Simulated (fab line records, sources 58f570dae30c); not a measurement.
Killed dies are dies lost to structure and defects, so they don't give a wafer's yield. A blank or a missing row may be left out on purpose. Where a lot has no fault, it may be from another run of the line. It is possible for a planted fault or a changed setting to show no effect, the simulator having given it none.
One fault through the eyes of 2 desks | flow berkeley cmos170 | only its own numbers are on each desk; what lay behind them is given at the end

## DESK OF THE TOOL OWNER: litho track-01
UCB170_PSD_PEB_04, tool's own readings: per-lot mean of the sampled wafers with a number, covering each lot this tool ran. Marked OUT: a lot whose mean sits more than 4 standard deviations from the usual mean, which makes it out of limits; the brackets give that distance.
Columns: A = heater power total W at UCB170_PSD_PEB_04, usual 56.79 W; B = plate temp C at UCB170_PSD_PEB_04, usual 130.01 C
lot  | first seen here | A               | B
L603 | day 8 21:55     | 56.84           | 129.91
L616 | day 11 15:03    | 56.01 (-17) OUT | 128.57 (-11) OUT
L614 | day 11 15:17    | 55.99 (-18) OUT | 128.85 (-8.9) OUT
This desk finds L614, L616 out of limits, L616 being first, at day 11 15:03 (heater power total W at UCB170_PSD_PEB_04). Within limits: L603.

## METROLOGY DESK
What the gauges read, lot by lot, whatever tool the lot ran on: means of the sampled wafers that have a number. Marked OUT: a lot whose mean sits more than 4 standard deviations from the usual mean, which makes it out of limits; the brackets give that distance.
Columns: A = PLDD_TW at UCB170_PLDD_TW_MEAS_11, usual 1010; B = cd nm at UCB170_PSD_CD_MEAS_06, usual 1199.8 nm; C = cd nm at UCB170_NSD_CD_MEAS_06, usual 1199.9 nm; D = NSD_TW at UCB170_NSD_TW_MEAS_10, usual 4174
lot  | first seen here | A    | B                 | C      | D
L598 | day 7 17:32     | 1031 | 1200.9            | 1199.7 | 4239
L600 | day 7 17:35     | 1028 | 1199.0            | 1200.6 | 4112
L599 | day 7 17:48     | 1027 | 1200.0            | 1199.4 | 4153
L602 | day 8 01:13     | 996  | 1200.5            | 1198.9 | 4128
L601 | day 8 01:44     | 1022 | 1201.2            | 1201.0 | 4167
L605 | day 8 12:09     | 1022 | 1200.5            | 1202.6 | 4155
L603 | day 8 12:42     | 1022 | 1201.2            | 1199.2 | 4226
L607 | day 9 03:11     | 1000 | 1197.7            | 1200.6 | 4171
L616 | day 11 02:02    | 1000 | 1189.1 (-8.3) OUT | 1198.5 | 4171
L617 | day 11 02:20    | 1005 | 1199.8            | 1199.2 | 4161
L614 | day 11 02:36    | 1026 | 1191.1 (-6.7) OUT | 1200.4 | 4121
L620 | day 12 06:10    | 1020 | 1198.6            | 1199.9 | 4208
L618 | day 12 06:29    | 998  | 1199.2            | 1199.8 | 4146
L619 | day 12 07:03    | 1005 | 1200.2            | 1197.6 | 4225
This desk finds L614, L616 out of limits, L616 being first, at day 11 15:19 (cd nm at UCB170_PSD_CD_MEAS_06). Within limits: L598, L600, L599, L602, L601, L605, L603, L607, L617, L620, L618, L619.

## ALL TOGETHER
The tool owner's desk had the chance to raise an alarm at day 11 15:03 on L614, L616.
Metrology desk: alarm possible at day 11 15:19 on L614, L616.
On litho track-01, each named lot ran UCB170_PSD_PEB_04.

## WHAT HAD BEEN PUT IN BY THE SIMULATOR
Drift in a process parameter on litho track-01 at UCB170_PSD_PEB_04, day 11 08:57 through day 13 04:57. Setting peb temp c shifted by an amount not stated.
Struck lots among those shown: L614, L616.
Fault start to first reading out of limits, in hours, per desk: tool owner, 6; metrology, 6.
